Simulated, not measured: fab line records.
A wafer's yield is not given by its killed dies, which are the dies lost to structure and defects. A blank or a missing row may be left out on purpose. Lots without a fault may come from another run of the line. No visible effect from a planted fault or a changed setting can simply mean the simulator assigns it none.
Which tool is to blame?	flow berkeleyCmos170	13 lots with 39 wafers sampled at 6 steps, on a route of 331 steps

WHAT THE GAUGES READ, wafer by wafer
UCB170_NWELL_THK_MEAS_02. Usual: NWELL_OXIDE_THK 26.2 nm, standard deviation 0.44.
lot	measured	on	NWELL_OXIDE_THK (nm)	flag
L376	day 2 19:18	filmMetro-02	27.0 27.0 27.0	
L380	day 3 20:37	filmMetro-01	26.4 26.6 26.3	
L382	day 4 01:30	filmMetro-02	26.0 26.2 26.0	
L381	day 4 01:32	filmMetro-01	26.7 26.6 26.7	
L388	day 5 00:04	filmMetro-02	25.6 26.2 25.6	
L390	day 5 07:11	filmMetro-03	25.9 26.0 26.4	
L389	day 5 07:12	filmMetro-01	26.1 26.2 26.1	
L391	day 5 17:22	filmMetro-03	25.3 25.4 25.4	
L392	day 5 23:08	filmMetro-03	25.7 25.9 25.7	
L394	day 6 06:05	filmMetro-03	25.9 25.5 25.6	
L395	day 6 09:57	filmMetro-01	26.7 26.1 26.1	
L396	day 6 15:38	filmMetro-02	26.7 26.8 26.5	
L397	day 6 19:27	filmMetro-02	26.8 26.7 26.8	

UCB170_PWELL_THK_MEAS_06. Usual: PWELL_NITRIDE_THK 219.5 nm, standard deviation 2.3.
lot	measured	on	PWELL_NITRIDE_THK (nm)	flag
L376	day 4 11:02	filmMetro-03	218.4 218.0 218.8	
L380	day 4 18:41	filmMetro-03	225.0 223.6 223.0	
L382	day 5 00:56	filmMetro-04	220.5 221.8 221.8	
L381	day 5 00:58	filmMetro-01	221.8 220.9 220.5	
L388	day 5 23:42	filmMetro-04	220.2 217.4 219.5	
L390	day 6 08:43	filmMetro-04	219.0 218.8 217.9	
L389	day 6 08:44	filmMetro-01	220.8 221.6 219.5	
L391	day 6 21:38	filmMetro-03	221.9 223.5 223.2	
L392	day 7 08:46	filmMetro-04	215.8 218.0 219.2	
L394	day 7 08:47	filmMetro-03	219.8 219.7 219.9	
L395	day 7 13:46	filmMetro-03	220.4 219.9 219.7	
L396	day 7 17:44	filmMetro-03	217.5 218.8 219.4	
L397	day 7 17:45	filmMetro-04	219.9 219.0 222.4	

UCB170_PWELL_OVL_MEAS_13. Usual: PWELL_OVL 1 nm, standard deviation 4.9.
lot	measured	on	PWELL_OVL (nm)	flag
L376	day 4 12:18	overlay-02	- - -	OFF
L380	day 4 20:31	overlay-02	-3 2 -5	
L382	day 5 02:47	overlay-01	4 3 4	
L381	day 5 02:35	overlay-01	1 3 1	
L388	day 6 01:00	overlay-01	-2 8 9	
L390	day 6 12:17	overlay-01	1 -5 -1	
L389	day 6 12:19	overlay-02	2 7 8	
L391	day 6 22:35	overlay-01	8 5 4	
L392	day 7 11:14	overlay-02	4 5 5	
L394	day 7 11:11	overlay-02	-3 -2 -7	
L395	day 7 14:50	overlay-02	14 8 15	
L396	day 7 20:47	overlay-02	3 -7 -6	
L397	day 7 21:19	overlay-02	-4 4 1	

UCB170_PWELL_TW_MEAS_17. Usual: PWELL_TW 381, standard deviation 3.2.
lot	measured	on	PWELL_TW	flag
L376	day 4 12:41	filmMetro-01	30 30 30	OFF
L380	day 4 20:54	filmMetro-04	374 376 375	
L382	day 5 03:10	filmMetro-03	384 385 384	
L381	day 5 02:58	filmMetro-03	385 385 385	
L388	day 6 01:23	filmMetro-01	379 381 382	
L390	day 6 12:40	filmMetro-04	377 377 377	
L389	day 6 12:43	filmMetro-03	383 383 385	
L391	day 6 22:58	filmMetro-01	384 381 381	
L392	day 7 11:37	filmMetro-03	382 380 382	
L394	day 7 11:34	filmMetro-04	376 376 377	
L395	day 7 15:13	filmMetro-04	375 376 377	
L396	day 7 21:11	filmMetro-01	383 380 382	
L397	day 7 21:43	filmMetro-03	381 382 382	

UCB170_ACTIVE_THK_MEAS_06. Usual: ACTIVE_NITRIDE_THK 219.3 nm, standard deviation 2.
lot	measured	on	ACTIVE_NITRIDE_THK (nm)	flag
L380	day 6 05:01	filmMetro-04	221.8 219.6 220.0	
L382	day 6 05:08	filmMetro-04	220.4 220.4 219.9	
L381	day 6 05:06	filmMetro-02	219.8 218.9 218.4	
L388	day 7 08:55	filmMetro-01	218.7 218.6 218.7	
L390	day 7 18:58	filmMetro-01	219.7 217.8 219.5	
L389	day 7 18:59	filmMetro-02	215.5 215.5 214.0	
L391	day 8 07:32	filmMetro-04	220.2 218.1 217.0	
L392	day 8 18:51	filmMetro-02	222.0 219.3 222.1	
L394	day 8 18:52	filmMetro-01	219.6 221.0 222.2	
L395	day 8 23:50	filmMetro-01	220.6 220.5 220.8	
L396	day 8 23:50	filmMetro-02	219.9 217.1 217.2	
L397	day 8 23:51	filmMetro-04	221.4 218.6 220.1	

WHICH TOOL RAN EACH LOT (tool, then ch and the chambers of the sampled wafers, then the start)
lot	UCB170_PWELL_EXPOSE_10
L376	krfScanner-02 ch 0, day 4 11:56
L380	krfScanner-02 ch 0, day 4 19:46
L382	krfScanner-01 ch 0, day 5 02:08
L381	krfScanner-02 ch 0, day 5 01:52
L388	krfScanner-01 ch 0, day 6 00:27
L390	krfScanner-01 ch 0, day 6 10:45
L389	krfScanner-02 ch 0, day 6 11:02
L391	krfScanner-02 ch 0, day 6 22:11
L392	krfScanner-02 ch 0, day 7 09:56
L394	krfScanner-01 ch 0, day 7 09:40
L395	krfScanner-01 ch 0, day 7 14:25
L396	krfScanner-02 ch 0, day 7 19:04
L397	krfScanner-01 ch 0, day 7 19:28
- UCB170_PWELL_EXPOSE_10: exposes mask PWELL, target cd 3000 nm.

AS READ BY THE TOOLS THEMSELVES (means over the sampled wafers that have a number; for cases with no such wafer, the mark the record gives instead)
UCB170_PWELL_EXPOSE_10. Usual: stageVelMmS 500.00 mm/s, standard deviation 0.26.
lot	tool	stageVelMmS (mm/s)	flag
L376	krfScanner-02	499.91	
L380	krfScanner-02	499.90	
L382	krfScanner-01	499.94	
L381	krfScanner-02	499.78	
L388	krfScanner-01	500.17	
L390	krfScanner-01	500.29	
L389	krfScanner-02	500.06	
L391	krfScanner-02	499.57	
L392	krfScanner-02	500.06	
L394	krfScanner-01	499.84	
L395	krfScanner-01	499.91	
L396	krfScanner-02	499.95	
L397	krfScanner-01	500.17	

THE ANSWER, worked out from the rows above alone
Rule: a lot counts as off when the mean over its wafers that have a number is more than 3 standard deviations away from the usual mean. Also off: a lot with no number at a reading for which 4 or more lots have one. Any other lot the step has rows for is counted as sound. After the gauges, taken in route order, come the tools' own readings; for these a lot's mean is taken, as printed above. The first step at which some lot is off is used, and at that step the reading that is off furthest; a lot without a number counts as furthest.
Off: L376, at UCB170_PWELL_OVL_MEAS_13 (PWELL_OVL). Without a number there: L376.
If a tool, at a process step before that reading, ran all the lots that are off and no sound lot after the first of them, it fits. The gauges at UCB170_PWELL_OVL_MEAS_13 aren't tried: what is off there is off at UCB170_PWELL_TW_MEAS_17 too, on other tools, and a gauge's error can't cause that. Of those tried, none fits.

WHAT THE SIMULATOR PUT IN
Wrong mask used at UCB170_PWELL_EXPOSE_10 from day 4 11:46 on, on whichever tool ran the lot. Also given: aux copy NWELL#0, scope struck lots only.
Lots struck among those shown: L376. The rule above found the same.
